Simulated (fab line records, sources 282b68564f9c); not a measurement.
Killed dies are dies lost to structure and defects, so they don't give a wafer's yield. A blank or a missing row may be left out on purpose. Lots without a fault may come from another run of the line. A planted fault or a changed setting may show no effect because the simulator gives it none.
Which tool did it? | flow rit_cmos | 6 lots, 18 wafers sampled, at 1 step of a route of 202

WHAT THE GAUGES READ, wafer by wafer
RIT_ACTIVE_THK_MEAS_04.
lot  | measured    | on            | ACTIVE_NITRIDE_THK (nm)
L159 | day 1 23:32 | film_metro-01 | 150.1 149.3 149.1
L162 | day 2 14:32 | film_metro-01 | 152.0 151.5 152.6
L164 | day 3 00:32 | film_metro-02 | 150.2 149.0 148.8
L167 | day 3 16:22 | film_metro-02 | 150.5 150.1 150.7
L169 | day 4 01:35 | film_metro-03 | 150.7 150.8 150.0
L177 | day 5 18:31 | film_metro-01 | 153.7 153.2 154.3

WHICH TOOL RAN EACH LOT (tool, then ch and the chambers of the sampled wafers, then the start)
The record holds no process step before these readings.

THE ANSWER, worked out from the rows above alone
Rule: what is usual is taken from the lots themselves. Put in order of their means at a reading, lots are off if they are a third of the lots or fewer, leave a main group of 4 or more, and stand apart from it by a gap of 3 or more times the standard deviation of the main group's means; of several such gaps the widest counts. A main group whose means are all the same, to the digits that the tables above print for the reading, isn't used. A lot without any number at a reading at which 4 lots or more have one is off too. The other lots that the step has rows for count as sound.
No lot is off at any reading shown: from this, nothing can be told.

WHAT THE SIMULATOR HAD PUT IN
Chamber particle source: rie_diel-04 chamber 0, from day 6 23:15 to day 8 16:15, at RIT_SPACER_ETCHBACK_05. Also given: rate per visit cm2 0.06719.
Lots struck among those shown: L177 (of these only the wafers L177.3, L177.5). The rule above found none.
